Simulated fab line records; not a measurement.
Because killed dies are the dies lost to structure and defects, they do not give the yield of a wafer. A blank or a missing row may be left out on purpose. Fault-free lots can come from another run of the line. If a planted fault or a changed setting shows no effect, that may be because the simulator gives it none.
A struck lot beside a sound one | flow berkeleyCmos170 | 14 steps out of a route of 331
Sound: these wafers, L753.1, L753.3, L753.5. Wafers L740.3, L740.5, L740.6 were the ones struck. Last of all comes the cause.
For every step that has rows: the tool of each side, followed by ch and its chambers, followed by its first start. Under that, the readings that differ: sound wafers | struck wafers | difference of the means | sigmas: that difference in standard deviations of wafers without a fault.
alike: words and numbers the same on both sides, and readings whose means are apart by under 2 such deviations; not compared: readings that were withheld, readings missing a value for some wafer, numbers with overlapping values and no deviation given by the record, and bounds like >300 which may hide the same value.
Wherever a step has rows on one side only, a row that says differs or no value, or a row with sigmas, the two part there. Numbers that don't overlap but have no deviation are shown without sigmas and don't part them. A reading that every wafer of one side lacks parts them only if that side has two wafers or more.

UCB170_CONTACT_ETCH_18: etches PSG in CHF3/CF4/Ar, stops on TiSi2, target depth 840 nm, time 195 s.
  sound: rieDiel-02 ch 1,2; struck: rieDiel-04 ch 0,1,3
  alike: drypumpMotorCurrentA, mfcArSccm, oesProductAu, throttleValvePct
  not compared: rfHoursCounterH
UCB170_CONTACT_STRIP_19: strips in O2.
  sound on plasmaAsher-03 ch 0,1, day 11 04:47; struck on plasmaAsher-04 ch 0,1, day 9 10:59
  alike: drypumpMotorCurrentA, oesProductAu
  not compared: rfHoursCounterH
UCB170_CONTACT_CD_MEAS_90: target cd 700 nm.
  sound: cdSem-01 at day 11 04:53; struck: cdSem-02 at day 9 11:05
  alike: cdNm
then, 1 step without rows for these wafers: UCB170_CONTACT_CLEAN_20 (cleans in SPM, time 600 s).
UCB170_M1_SPUTTER_00: material Al, target thk 600 nm, time 80 s.
  sound: pvdSputter-04 at day 11 05:22; struck: pvdSputter-04 at day 9 11:26
  alike: throttleValvePct
UCB170_M1_RS_MEAS_01: measurement is done with a four-point probe.
  sound: filmMetro-01 at day 11 05:25; struck: filmMetro-02 at day 9 11:32
  alike: M1_AL_RS
UCB170_M1_THK_MEAS_02: measures by xrf.
  sound: filmMetro-01 at day 11 05:32; struck: filmMetro-02 at day 9 11:38
  alike: M1_AL_THK
then, 5 steps without rows for these wafers: UCB170_M1_COAT_03; UCB170_M1_COAT_04 (resist thk 900 nm); UCB170_M1_SOFTBAKE_05 (time 60 s); UCB170_M1_EXPOSE_06 (exposes mask METAL1, target cd 700 nm); UCB170_M1_PEB_07.
UCB170_M1_DEVELOP_08: develop time 45 s.
  struck on lithoTrack-01, day 9 14:00; sound on lithoTrack-03 ch 0, day 11 06:00
  no value came back on the struck wafers for chillPlateTempC (C), developTimeS (s); on the sound wafers chillPlateTempC (C) reads 22.84 23.12 23.22
reading                            | sound             | struck            | difference | sigmas
model.KrF_of_M1_COAT_04.thkNm (nm) | 884.5 884.6 881.7 | 900.1 897.5 897.6 | +14.8      | 
UCB170_M1_CD_MEAS_09: target cd 700 nm.
  sound: cdSem-01 at day 11 07:01; struck: cdSem-02 at day 9 14:42
reading   | sound             | struck | difference                    | sigmas
cdNm (nm) | 699.6 700.2 698.6 | - - -  | no value on the struck wafers | 

## WHERE THEY PART
Last at UCB170_M1_CD_MEAS_09 as far as this record goes, first at UCB170_M1_DEVELOP_08.

WHY: what the simulator had put in
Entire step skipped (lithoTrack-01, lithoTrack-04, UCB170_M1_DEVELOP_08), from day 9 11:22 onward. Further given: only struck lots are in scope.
